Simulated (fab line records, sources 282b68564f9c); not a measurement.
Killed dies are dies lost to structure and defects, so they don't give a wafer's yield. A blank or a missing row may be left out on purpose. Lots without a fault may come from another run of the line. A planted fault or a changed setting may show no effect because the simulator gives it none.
A sampling plan put to the test | flow rit_cmos | one fab line, 30 faults that these records tell of, each judged on the records of the lots that it struck
The plan is the line's own looks: the steps of the route at which a gauge or an inspection reads the wafer and doesn't change it. A look can be judged if struck wafers have a number there and the file gives its usual mean and standard deviation on fault-free wafers. Caught: at a look after the fault's first step, the mean of the struck wafers lies 4 or more of those standard deviations (sigma) from the usual mean. On the tool: the same test on the tool's own readings at the fault's steps. Another recipe on the struck wafers, or a record that is blank for them alone, also counts as caught.

THE FAULTS, as the simulator had put them in
1. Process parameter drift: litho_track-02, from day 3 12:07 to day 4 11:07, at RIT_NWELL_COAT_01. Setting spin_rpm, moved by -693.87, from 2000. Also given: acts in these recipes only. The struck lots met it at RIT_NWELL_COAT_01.
2. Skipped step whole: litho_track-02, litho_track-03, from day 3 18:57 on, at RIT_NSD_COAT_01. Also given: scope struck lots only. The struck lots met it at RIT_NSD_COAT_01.
3. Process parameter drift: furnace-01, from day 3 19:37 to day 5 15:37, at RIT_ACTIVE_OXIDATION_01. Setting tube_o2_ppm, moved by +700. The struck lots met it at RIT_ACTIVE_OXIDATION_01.
4. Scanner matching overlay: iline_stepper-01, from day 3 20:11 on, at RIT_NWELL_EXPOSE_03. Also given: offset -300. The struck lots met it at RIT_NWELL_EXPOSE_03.
5. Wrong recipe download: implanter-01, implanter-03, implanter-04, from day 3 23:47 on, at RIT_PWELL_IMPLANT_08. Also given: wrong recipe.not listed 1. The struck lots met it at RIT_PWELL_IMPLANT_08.
6. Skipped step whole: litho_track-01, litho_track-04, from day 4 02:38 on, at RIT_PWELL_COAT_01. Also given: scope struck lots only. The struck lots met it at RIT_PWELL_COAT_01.
7. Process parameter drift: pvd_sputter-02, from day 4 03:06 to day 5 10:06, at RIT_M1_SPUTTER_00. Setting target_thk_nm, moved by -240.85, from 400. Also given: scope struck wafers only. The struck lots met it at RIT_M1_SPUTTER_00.
8. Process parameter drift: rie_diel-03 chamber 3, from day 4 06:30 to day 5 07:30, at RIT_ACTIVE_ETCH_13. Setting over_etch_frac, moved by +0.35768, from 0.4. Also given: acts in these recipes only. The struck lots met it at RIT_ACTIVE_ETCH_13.
9. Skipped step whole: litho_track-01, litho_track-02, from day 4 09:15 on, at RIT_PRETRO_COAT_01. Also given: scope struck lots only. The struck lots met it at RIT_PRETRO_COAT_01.
10. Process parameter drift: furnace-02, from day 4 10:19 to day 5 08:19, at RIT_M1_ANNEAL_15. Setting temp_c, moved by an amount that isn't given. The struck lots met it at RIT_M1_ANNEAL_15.
11. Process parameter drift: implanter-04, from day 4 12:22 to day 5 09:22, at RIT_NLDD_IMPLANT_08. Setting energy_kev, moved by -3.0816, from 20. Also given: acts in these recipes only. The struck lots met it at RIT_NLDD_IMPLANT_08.
12. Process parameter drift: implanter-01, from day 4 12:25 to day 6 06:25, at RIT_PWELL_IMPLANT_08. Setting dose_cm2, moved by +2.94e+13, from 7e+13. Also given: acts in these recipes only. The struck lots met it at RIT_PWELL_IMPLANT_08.
13. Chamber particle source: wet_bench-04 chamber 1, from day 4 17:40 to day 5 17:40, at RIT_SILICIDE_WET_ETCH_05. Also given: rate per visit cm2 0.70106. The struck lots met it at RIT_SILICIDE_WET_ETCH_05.
14. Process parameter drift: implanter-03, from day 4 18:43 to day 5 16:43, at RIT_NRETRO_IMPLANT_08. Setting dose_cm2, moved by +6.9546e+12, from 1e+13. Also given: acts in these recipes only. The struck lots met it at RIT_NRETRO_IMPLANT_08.
15. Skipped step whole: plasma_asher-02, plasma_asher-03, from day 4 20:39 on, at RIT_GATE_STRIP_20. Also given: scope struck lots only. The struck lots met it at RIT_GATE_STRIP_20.
16. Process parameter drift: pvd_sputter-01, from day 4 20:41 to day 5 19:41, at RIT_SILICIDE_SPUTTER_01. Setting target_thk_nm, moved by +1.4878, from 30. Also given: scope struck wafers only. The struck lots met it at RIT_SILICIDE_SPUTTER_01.
17. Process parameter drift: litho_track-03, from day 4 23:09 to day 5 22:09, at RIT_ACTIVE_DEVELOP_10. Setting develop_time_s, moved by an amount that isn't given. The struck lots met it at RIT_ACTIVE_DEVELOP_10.
18. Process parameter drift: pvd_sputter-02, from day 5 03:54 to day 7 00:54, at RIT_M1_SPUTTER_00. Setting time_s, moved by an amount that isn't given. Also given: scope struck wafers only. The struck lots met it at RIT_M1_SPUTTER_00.
19. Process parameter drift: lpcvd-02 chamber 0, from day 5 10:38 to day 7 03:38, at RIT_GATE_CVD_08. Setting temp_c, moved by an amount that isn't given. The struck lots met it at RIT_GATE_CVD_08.
20. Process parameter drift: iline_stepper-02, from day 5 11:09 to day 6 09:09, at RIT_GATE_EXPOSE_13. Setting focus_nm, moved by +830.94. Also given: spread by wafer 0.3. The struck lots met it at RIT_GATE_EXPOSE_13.
21. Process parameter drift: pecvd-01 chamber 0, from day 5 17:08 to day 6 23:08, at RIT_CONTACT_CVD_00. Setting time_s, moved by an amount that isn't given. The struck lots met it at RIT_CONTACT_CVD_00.
22. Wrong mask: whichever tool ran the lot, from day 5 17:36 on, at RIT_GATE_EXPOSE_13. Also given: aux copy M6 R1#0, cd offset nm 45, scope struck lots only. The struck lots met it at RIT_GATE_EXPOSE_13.
23. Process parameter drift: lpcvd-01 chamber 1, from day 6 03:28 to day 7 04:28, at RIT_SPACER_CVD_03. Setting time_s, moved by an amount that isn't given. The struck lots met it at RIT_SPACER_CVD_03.
24. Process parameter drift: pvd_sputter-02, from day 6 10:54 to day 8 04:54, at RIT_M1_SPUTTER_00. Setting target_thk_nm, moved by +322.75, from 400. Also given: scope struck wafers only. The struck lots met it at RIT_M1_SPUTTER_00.
25. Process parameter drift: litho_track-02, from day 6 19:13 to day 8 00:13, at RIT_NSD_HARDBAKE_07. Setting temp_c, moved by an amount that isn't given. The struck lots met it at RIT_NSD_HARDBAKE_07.
26. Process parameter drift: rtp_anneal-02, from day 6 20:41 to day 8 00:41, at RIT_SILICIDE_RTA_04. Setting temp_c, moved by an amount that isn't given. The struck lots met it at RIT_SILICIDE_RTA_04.
27. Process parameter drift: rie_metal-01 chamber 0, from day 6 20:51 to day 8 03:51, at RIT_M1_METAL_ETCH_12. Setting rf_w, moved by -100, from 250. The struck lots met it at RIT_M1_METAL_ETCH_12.
28. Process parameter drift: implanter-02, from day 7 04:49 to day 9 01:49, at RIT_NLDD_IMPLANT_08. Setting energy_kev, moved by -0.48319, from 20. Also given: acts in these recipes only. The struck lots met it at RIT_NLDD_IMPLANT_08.
29. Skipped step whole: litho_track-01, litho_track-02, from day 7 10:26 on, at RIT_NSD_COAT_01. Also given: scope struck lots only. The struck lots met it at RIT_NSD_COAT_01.
30. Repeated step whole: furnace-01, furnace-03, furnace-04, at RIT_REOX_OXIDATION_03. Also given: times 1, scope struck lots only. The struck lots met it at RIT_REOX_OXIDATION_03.

WHAT THE PLAN SAW
fault | on the tool itself                               | first look that catches it                      | reading, sigma                                                | median hours from its first step to that look | hours from the fault's start to the first struck lot there | judged looks passed uncaught
1     | spin_speed_rpm -99 or beyond sigma               | not the one look that can be judged after it    | -                                                             | -                                             | -                                                          | 1
2     | the tool's record is blank for the struck wafers | RIT_PSD_TW_MEAS_10                              | PSD_TW +7.1                                                   | 2.8                                           | 6                                                          | 0
3     | under 2 sigma                                    | not the one look that can be judged after it    | strongest: ACTIVE_OXIDE_THK at RIT_ACTIVE_THK_MEAS_02, +3.7   | -                                             | -                                                          | 1
4     | no reading that can be judged                    | RIT_NWELL_OVL_MEAS_06                           | NWELL_OVL -99 or beyond                                       | 0.4                                           | 17                                                         | 0
5     | under 2 sigma                                    | RIT_PWELL_TW_MEAS_10                            | PWELL_TW +97                                                  | 0.3                                           | 2                                                          | 0
6     | the tool's record is blank for the struck wafers | not the one look that can be judged after it    | -                                                             | -                                             | -                                                          | 1
7     | under 2 sigma                                    | RIT_M1_RS_MEAS_01                               | M1_AL_RS +99 or beyond                                        | 0.3                                           | 8                                                          | 0
8     | oes_product_au -8.4 sigma                        | none of the 4 looks that can be judged after it | -                                                             | -                                             | -                                                          | 4
9     | the tool's record is blank for the struck wafers | not the one look that can be judged after it    | -                                                             | -                                             | -                                                          | 1
10    | tube_center_temp_C +99 or beyond sigma           | not the one look that can be judged after it    | -                                                             | -                                             | -                                                          | 1
11    | beam_energy_keV -99 or beyond sigma              | RIT_NLDD_TW_MEAS_10                             | NLDD_TW -5.8                                                  | 0.3                                           | 6                                                          | 0
12    | dose_ions_cm2 +99 or beyond sigma                | RIT_PWELL_TW_MEAS_10                            | PWELL_TW +10                                                  | 0.3                                           | 6                                                          | 0
13    | no reading that can be judged                    | not the one look that can be judged after it    | -                                                             | -                                             | -                                                          | 1
14    | dose_ions_cm2 +99 or beyond sigma                | RIT_NRETRO_TW_MEAS_10                           | NRETRO_TW +25                                                 | 0.3                                           | 8                                                          | 0
15    | the tool's record is blank for the struck wafers | no look after it can be judged                  | -                                                             | -                                             | -                                                          | 0
16    | under 2 sigma                                    | RIT_SILICIDE_RS_MEAS_02                         | SILICIDE_TI_RS -6.0                                           | 0.2                                           | 6                                                          | 0
17    | under 2 sigma                                    | no look after it can be judged                  | -                                                             | -                                             | -                                                          | 0
18    | under 2 sigma                                    | none of the 4 looks that can be judged after it | strongest: M1_AL_RS at RIT_M1_RS_MEAS_01, -2.2                | -                                             | -                                                          | 4
19    | susceptor_temp_C +47 sigma                       | RIT_GATE_THK_MEAS_09                            | GATE_POLY_THK +40                                             | 1.6                                           | 8                                                          | 0
20    | under 2 sigma                                    | no look after it can be judged                  | -                                                             | -                                             | -                                                          | 0
21    | run_length_s +29 sigma                           | RIT_CONTACT_THK_MEAS_01                         | CONTACT_TEOS_THK +23                                          | 0.1                                           | 8                                                          | 0
22    | no reading that can be judged                    | RIT_GATE_CD_MEAS_16                             | cd_nm +15                                                     | 0.6                                           | 2                                                          | 0
23    | under 2 sigma                                    | not the one look that can be judged after it    | strongest: SPACER_NITRIDE_THK at RIT_SPACER_THK_MEAS_04, +3.2 | -                                             | -                                                          | 1
24    | under 2 sigma                                    | RIT_M1_RS_MEAS_01                               | M1_AL_RS -38                                                  | 0.3                                           | 5                                                          | 0
25    | heater_power_total_W -77 sigma                   | no look after it can be judged                  | -                                                             | -                                             | -                                                          | 0
26    | wafer_temp_C_max -45 sigma                       | no look after it can be judged                  | -                                                             | -                                             | -                                                          | 0
27    | rf_fwd_power_W -99 or beyond sigma               | RIT_M1_CD_MEAS_90                               | cd_nm +5.1                                                    | 0.5                                           | 3                                                          | 0
28    | beam_energy_keV -78 sigma                        | no look after it can be judged                  | -                                                             | -                                             | -                                                          | 0
29    | the tool's record is blank for the struck wafers | RIT_PSD_TW_MEAS_10                              | PSD_TW +8.1                                                   | 2.8                                           | 5                                                          | 0
30    | under 2 sigma                                    | RIT_REOX_THK_MEAS_04                            | REOX_OXIDE_THK +33                                            | 5.8                                           | -                                                          | 0
A dash: the fault isn't caught, or these records don't give the number.

Caught at a look: 15 of 30. Caught on the tool: 17 of 30. By one or the other: 24 of 30.
Caught on the tool alone: faults 1, 6, 8, 9, 10, 15, 25, 26, 28.
Caught at a look alone: faults 4, 5, 7, 16, 22, 24, 30.
Caught by neither: faults 3, 13, 17, 18, 20, 23.

THINNER SAMPLING
If the look that catches a fault measured only every second or every third lot, by lot number, the first struck lot would be measured this late in the worst case:
fault | struck lots at that look, in order of time | every lot | every second lot | every third lot
2     | L889, L890, L891                           | 6 h       | 12 h             | 19 h
4     | L480, L481                                 | 17 h      | 20 h             | may miss all 2
5     | L860, L861, L862, L863                     | 2 h       | 7 h              | 15 h
7     | L797, L799, L801                           | 8 h       | may miss all 3   | 30 h
11    | L556, L558                                 | 6 h       | may miss all 2   | may miss all 2
12    | L516, L518                                 | 6 h       | may miss all 2   | may miss all 2
14    | L159, L160                                 | 8 h       | 14 h             | may miss all 2
16    | L879                                       | 6 h       | may miss it      | may miss it
19    | L154, L157                                 | 8 h       | 24 h             | may miss all 2
21    | L180, L182                                 | 8 h       | may miss all 2   | may miss all 2
22    | L180                                       | 2 h       | may miss it      | may miss it
24    | L415, L417                                 | 5 h       | may miss all 2   | may miss all 2
27    | L688, L690                                 | 3 h       | may miss all 2   | may miss all 2
29    | L667, L668                                 | 5 h       | 20 h             | may miss all 2
Hours are from the fault's start to the first struck lot that is measured. The limit of 4 sigma was tested on all struck wafers together, so one lot alone may lie under it. Other struck lots may not be in these records.

THE LONGEST TIMED WAY FROM STEP TO LOOK
Fault 30: a median of 5.8 hours passes between RIT_REOX_OXIDATION_03 and RIT_REOX_THK_MEAS_04. No look between them can be judged.
